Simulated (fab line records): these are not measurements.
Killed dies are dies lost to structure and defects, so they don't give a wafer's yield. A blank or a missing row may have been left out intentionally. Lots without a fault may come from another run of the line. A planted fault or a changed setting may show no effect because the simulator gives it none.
The tool behind it: which one?    flow rit_cmos    15 lots, 45 wafers sampled, at 2 steps of a route of 202

== WHAT THE GAUGES READ, wafer by wafer ==
RIT_SDANNEAL_RS_MEAS_04: the measuring method here is four-point-probe.
lot   measured     on             PSD_RS (ohm/sq)
L723  day 3 08:08  film_metro-01  116.3 116.1 116.2
L724  day 3 10:40  film_metro-01  116.4 116.3 116.4
L725  day 3 14:20  film_metro-03  116.7 116.8 116.6
L726  day 3 19:16  film_metro-04  116.7 116.5 116.6
L727  day 3 22:30  film_metro-01  116.3 116.4 116.7
L728  day 4 03:17  film_metro-04  116.1 116.7 116.7
L729  day 4 07:23  film_metro-04  116.3 116.1 116.2
L730  day 4 17:46  film_metro-04  116.4 116.4 116.2
L731  day 4 20:34  film_metro-01  117.0 116.9 117.1
L734  day 5 10:00  film_metro-03  165.6 166.1 166.2 166.0 166.1 166.4
L736  day 5 19:45  film_metro-01  166.1 165.9 166.5 166.4 166.1 166.7
L738  day 6 09:28  film_metro-04  166.1 165.8 166.0 166.1 166.2 166.1
L741  day 7 05:58  film_metro-01  116.3 116.5 116.6
L743  day 7 14:49  film_metro-03  116.2 116.1 116.3
L745  day 8 00:47  film_metro-04  116.1 116.2 115.9

== TOOL THAT RAN EACH LOT (tool first, then ch and the chambers of the sampled wafers, then the start) ==
lot   RIT_SDANNEAL_RTA_03
L723  rtp_anneal-02 ch 0, day 3 08:05
L724  rtp_anneal-01 ch 0, day 3 10:37
L725  rtp_anneal-02 ch 0, day 3 14:16
L726  rtp_anneal-01 ch 0, day 3 19:12
L727  rtp_anneal-02 ch 0, day 3 22:26
L728  rtp_anneal-01 ch 0, day 4 03:13
L729  rtp_anneal-02 ch 0, day 4 07:20
L730  rtp_anneal-01 ch 0, day 4 17:42
L731  rtp_anneal-02 ch 0, day 4 20:31
L734  rtp_anneal-02 ch 0, day 5 09:56
L736  rtp_anneal-02 ch 0, day 5 19:42
L738  rtp_anneal-02 ch 0, day 6 09:25
L741  rtp_anneal-01 ch 0, day 7 05:55
L743  rtp_anneal-01 ch 0, day 7 14:46
L745  rtp_anneal-01 ch 0, day 8 00:44
- RIT_SDANNEAL_RTA_03: time 4.891 s.

== WHAT THE TOOLS THEMSELVES READ (means of the sampled wafers that have a number; where no wafer has one, the mark that the record gives instead) ==
RIT_SDANNEAL_RTA_03.
lot   tool           wafer_temp_C_max
L723  rtp_anneal-02  1053.5
L724  rtp_anneal-01  1054.3
L725  rtp_anneal-02  1054.3
L726  rtp_anneal-01  1053.4
L727  rtp_anneal-02  1052.5
L728  rtp_anneal-01  1053.7
L729  rtp_anneal-02  1052.8
L730  rtp_anneal-01  1054.7
L731  rtp_anneal-02  1053.7
L734  rtp_anneal-02  989.1
L736  rtp_anneal-02  988.3
L738  rtp_anneal-02  988.7
L741  rtp_anneal-01  1054.2
L743  rtp_anneal-01  1052.5
L745  rtp_anneal-01  1053.7

== THE ANSWER, worked out from the rows above alone ==
Rule: what is usual is taken from the lots themselves. The widest of any qualifying gaps counts: lots, ordered by their means at a reading, are off when they make up no more than a third of the lots, leave a main group of 4 or more, and stand apart from it by 3 or more times the standard deviation of that group's means. A main group whose means are all the same, to the digits that the tables above print for the reading, isn't used. Also off: a lot with no number at a reading for which 4 or more lots have one. All remaining lots with rows at the step are treated as sound. After the gauges, taken in route order, come the tools' own readings; for these a lot's mean is taken, as printed above. At the first step where some lot is off, the reading lying furthest off is the one used; lots without a number count as furthest.
Off: at RIT_SDANNEAL_RS_MEAS_04 (PSD_RS), L734, L736, L738. The main group: mean 116.4 ohm/sq, standard deviation 0.25.
If a tool, at a process step before that reading, ran all the lots that are off and no sound lot after the first of them, it fits. The gauges at RIT_SDANNEAL_RS_MEAS_04 aren't tried: what is off there is off at RIT_SDANNEAL_RTA_03 too, on other tools, and a gauge's error can't cause that. One fits: rtp_anneal-02 at RIT_SDANNEAL_RTA_03. Its last sound lot is L731 (day 4 20:31), its first lot that is off L734 (day 5 09:56): a fault that began between those two fits.
The tool's own readings at RIT_SDANNEAL_RTA_03 bear it out: on the lots that are off they differ by more than 5 times the standard deviation of the sound lots' means. wafer_temp_C_max reads 988.7 there against 1053.6 on the sound lots.

== WHAT THE SIMULATOR PUT IN ==
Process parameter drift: rtp_anneal-02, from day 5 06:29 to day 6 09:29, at RIT_SDANNEAL_RTA_03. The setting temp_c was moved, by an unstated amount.
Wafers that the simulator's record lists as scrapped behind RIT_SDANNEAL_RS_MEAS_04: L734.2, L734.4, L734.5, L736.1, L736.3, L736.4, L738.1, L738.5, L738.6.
Struck lots among those shown: L734, L736, L738. The same result came from the rule above.
